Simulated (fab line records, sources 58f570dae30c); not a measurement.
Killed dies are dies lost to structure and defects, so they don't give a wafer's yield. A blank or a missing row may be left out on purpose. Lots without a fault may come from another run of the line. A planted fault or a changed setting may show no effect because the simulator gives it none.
Problem report in the 8D (eight disciplines) form, filled by code | flow berkeley_cmos170 | the parts of the form that need people (team, actions taken, sign-off) are left out

1. THE PROBLEM
rf_fwd_power_W at UCB170_SPACER_CVD_00 reads a mean of 480.6 W on 2 wafers of 2 lots; wafers without a fault read 544.1 W with a standard deviation of 2.6. That is -24 standard deviations from the usual mean.
The step: deposits SiO2 from TEOS/O2, target thk 376 nm, time 47 s.
First seen on wafer L589.3, day 9 09:35, on pecvd-04. The record holds 16 wafers of 6 lots with a number at this step. Rule for "out", or "out of limits": more than 4 standard deviations from the usual mean. The other wafers with a number count as sound.

2. WHAT IT IS AND WHAT IT IS NOT
question                    | is               | is not
which readings at this step | rf_fwd_power_W   | heater_power_w, pressure_mtorr
which lots                  | L589, L595       | L584, L590, L599, L600
which wafers of those lots  | L589.3, L595.3   | L595.1, L595.5
read on which tools         | pecvd-04         | pecvd-01, pecvd-02
when                        | from day 9 09:35 | up to then (6 sound wafers); but 8 sound wafers of L595, L599, L600 came after

3. SUSPECTS, AND WHAT RULES EACH OUT
Counting: a tool at a process step up to the reading stays a suspect if it ran every lot that is out. Sound lots after the first of them don't rule it out here, since some wafers of a struck lot are sound.
- plasma_asher-03 at UCB170_NLDD_STRIP_10 (strips in O2): kept. It ran every lot that is out, first L589 (day 9 09:14); its last sound lot up to then is L590 (day 9 08:53).
- pecvd-04 at UCB170_SPACER_CVD_00 (deposits SiO2 from TEOS/O2, target thk 376 nm, time 47 s): kept. It ran every lot that is out, first L589 (day 9 09:35); its last sound lot up to then is L590 (day 9 09:24). Its own readings are out on those wafers: rf_fwd_power_W.
- Within pecvd-04 at UCB170_SPACER_CVD_00: the wafers that are out ran in chamber 2; their sound lot-mates ran in chambers 0, 1.
Left after counting: plasma_asher-03 at UCB170_NLDD_STRIP_10, pecvd-04 at UCB170_SPACER_CVD_00.

4. THE CAUSE (what the simulator had put in)
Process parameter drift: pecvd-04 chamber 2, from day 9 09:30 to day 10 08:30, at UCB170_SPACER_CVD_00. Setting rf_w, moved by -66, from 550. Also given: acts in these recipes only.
Counting left 2 suspects, and this tool is among them.

5. THE CHAIN OF EFFECTS, in route order
Each row: a reading whose mean over the struck wafers that have a number lies more than 3 standard deviations from the usual. Only readings for which the record gives a usual standard deviation are gone through. hours: the time from each lot's start at the first step in this table that gives one to its start at this step, as a median over the lots. sigmas: the change in usual standard deviations.
hours | step                 | reading        | usual   | on struck wafers | change | sigmas
0     | UCB170_SPACER_CVD_00 | rf_fwd_power_W | 544.1 W | 480.6            | -63.5  | -24
The process steps in it:
- UCB170_SPACER_CVD_00: deposits SiO2 from TEOS/O2, target thk 376 nm, time 47 s.
Later measuring or inspecting steps at which every struck wafer that the step has a row for has a number for every such reading, and none has moved that far: UCB170_SPACER_THK_MEAS_01.

6. WHAT WOULD HAVE CAUGHT IT SOONER
In this record the first reading out of limits was taken at day 9 09:35, 0 hours after the fault began at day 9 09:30.
